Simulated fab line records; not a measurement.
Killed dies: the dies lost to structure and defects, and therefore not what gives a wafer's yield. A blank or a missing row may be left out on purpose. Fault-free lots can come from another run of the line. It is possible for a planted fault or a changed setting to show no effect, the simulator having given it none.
Which of the tools did it? :: flow berkeleyCmos170 :: 21 wafers from 7 lots sampled at 3 of the route's 331 steps

## WHAT EACH GAUGE READ, for each wafer
UCB170_PVT_OVL_MEAS_06.
lot: L579
measured: day 6 02:35
on: overlay-01
PVT_OVL (nm): -2 3 -11

lot: L581
measured: day 6 12:12
on: overlay-02
PVT_OVL (nm): 1 12 7

lot: L587
measured: day 8 08:32
on: overlay-02
PVT_OVL (nm): 9 -1 2

lot: L590
measured: day 8 15:57
on: overlay-02
PVT_OVL (nm): -6 -9 2

lot: L596
measured: day 10 02:40
on: overlay-01
PVT_OVL (nm): 4 -2 -3

lot: L600
measured: day 10 23:53
on: overlay-02
PVT_OVL (nm): 3 6 1

## WHICH TOOL RAN EACH LOT (tool, then ch and the chambers of the sampled wafers, then the start)
lot: L579
UCB170_PWELL_ETCH_14: rieDiel-01 ch 1,2,3, day 3 12:56
UCB170_PWELL_STRIP_16: plasmaAsher-01 ch 0,1, day 3 13:13

lot: L581
UCB170_PWELL_ETCH_14: rieDiel-01 ch 0,1, day 3 21:51
UCB170_PWELL_STRIP_16: plasmaAsher-01 ch 0,1, day 3 22:06

lot: L587
UCB170_PWELL_ETCH_14: rieDiel-04 ch 0,2,3, day 5 10:09
UCB170_PWELL_STRIP_16: plasmaAsher-01 ch 0,1, day 5 10:25

lot: L590
UCB170_PWELL_ETCH_14: rieDiel-03 ch 1,2,3, day 5 23:11
UCB170_PWELL_STRIP_16: plasmaAsher-03 ch 0,1, day 5 23:26

lot: L591
UCB170_PWELL_ETCH_14: rieDiel-04 ch 0,1,2, day 6 06:19
UCB170_PWELL_STRIP_16: plasmaAsher-03 ch 0,1, day 6 06:34

lot: L596
UCB170_PWELL_ETCH_14: rieDiel-03 ch 0,1,3, day 7 01:25
UCB170_PWELL_STRIP_16: plasmaAsher-01 ch 0,1, day 7 01:40

lot: L600
UCB170_PWELL_ETCH_14: rieDiel-04 ch 1,2,3, day 8 02:03
UCB170_PWELL_STRIP_16: plasmaAsher-03 ch 0,1, day 8 02:18
- UCB170_PWELL_ETCH_14: etches Si3N4 in CH3F/Ar/O2, stops on SiO2, target depth 242 nm, time 151 s.
- UCB170_PWELL_STRIP_16: strips in O2.

## THE ANSWER, worked out from the rows above alone
Rule: the usual values come from the lots themselves. The widest of any qualifying gaps counts: lots, ordered by their means at a reading, are off when they make up no more than a third of the lots, leave a main group of 4 or more, and stand apart from it by 3 or more times the standard deviation of that group's means. A main group is skipped when, at the precision printed for the reading in the tables above, its means are all equal. A lot without any number at a reading at which 4 lots or more have one is off too. Where the step has rows for the other lots, those lots are counted as sound.
None of the lots is off at any reading shown; this tells nothing.

## WHAT THE SIMULATOR HAD INSERTED
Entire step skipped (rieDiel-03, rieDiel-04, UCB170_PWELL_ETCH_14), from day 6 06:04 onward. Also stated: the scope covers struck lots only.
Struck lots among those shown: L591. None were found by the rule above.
